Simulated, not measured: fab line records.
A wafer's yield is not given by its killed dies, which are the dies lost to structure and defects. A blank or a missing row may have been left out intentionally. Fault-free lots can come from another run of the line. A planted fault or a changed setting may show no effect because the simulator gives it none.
Matching of chambers :: flow ritCmos :: RIT_GATE_ETCH_19 on rieSi-02 has 4 sister chambers
The step etches poly-Si in SF6/CHF3/O2, stops on SiO2, time 165 s, target depth 312.5 nm. 8 wafers are shown with their chamber, then 9 later ones without.

== WAFERS WITH THEIR CHAMBER ==
wafer: L108.4
chamber: 0
throttleValvePct (%): 10.30
oesProductAu (a.u.): 0.853

wafer: L114.1
chamber: 1
throttleValvePct (%): 10.57
oesProductAu (a.u.): 0.840

wafer: L114.3
chamber: 0
throttleValvePct (%): 10.30
oesProductAu (a.u.): 0.854

wafer: L120.2
chamber: 1
throttleValvePct (%): 10.56
oesProductAu (a.u.): 0.827

wafer: L120.4
chamber: 2
throttleValvePct (%): 10.30
oesProductAu (a.u.): 0.866

wafer: L122.1
chamber: 3
throttleValvePct (%): 10.17
oesProductAu (a.u.): 0.867

wafer: L122.5
chamber: 3
throttleValvePct (%): 10.16
oesProductAu (a.u.): 0.870

wafer: L122.6
chamber: 2
throttleValvePct (%): 10.32
oesProductAu (a.u.): 0.872

== WAFERS WITH NO CHAMBER GIVEN ==
wafer: L124.1
throttleValvePct (%): 10.57
oesProductAu (a.u.): 0.836

wafer: L124.3
throttleValvePct (%): 10.30
oesProductAu (a.u.): 0.869

wafer: L124.6
throttleValvePct (%): 10.16
oesProductAu (a.u.): 0.866

wafer: L126.3
throttleValvePct (%): 10.30
oesProductAu (a.u.): 0.850

wafer: L126.4
throttleValvePct (%): 10.17
oesProductAu (a.u.): 0.861

wafer: L126.5
throttleValvePct (%): 10.56
oesProductAu (a.u.): 0.833

wafer: L128.1
throttleValvePct (%): 10.57
oesProductAu (a.u.): 0.844

wafer: L128.2
throttleValvePct (%): 10.16
oesProductAu (a.u.): 0.876

wafer: L128.4
throttleValvePct (%): 10.28
oesProductAu (a.u.): 0.858

== THE CHAMBER EACH PASSED THROUGH ==
wafer: L124.1
from the rows above: 1
in truth: 1

wafer: L124.3
from the rows above: can't be placed: 2 or 0
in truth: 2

wafer: L124.6
from the rows above: 3
in truth: 3

wafer: L126.3
from the rows above: 0
in truth: 0

wafer: L126.4
from the rows above: 3
in truth: 3

wafer: L126.5
from the rows above: 1
in truth: 1

wafer: L128.1
from the rows above: 1
in truth: 1

wafer: L128.2
from the rows above: 3
in truth: 3

wafer: L128.4
from the rows above: can't be placed: 0 or 2
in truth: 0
7 of 9 placed correctly. Unplaceable from these rows: 2, with the true chamber sitting among the candidates in 2. Placed wrongly: 0.
How it was worked out, from the rows above alone: a wafer's distance from a chamber is the root of the sum, over the readings, of the square of ((its reading less the chamber's mean) divided by the reading's scatter). If the next closest chamber is less than 2 further off than the closest, the wafer can't be placed; otherwise it belongs to the closest. The mean given for a chamber averages the wafers shown for that chamber. The scatter: the root of (the sum of the squares of (reading less its chamber's mean) over the shown wafers, divided by (wafers less chambers)).
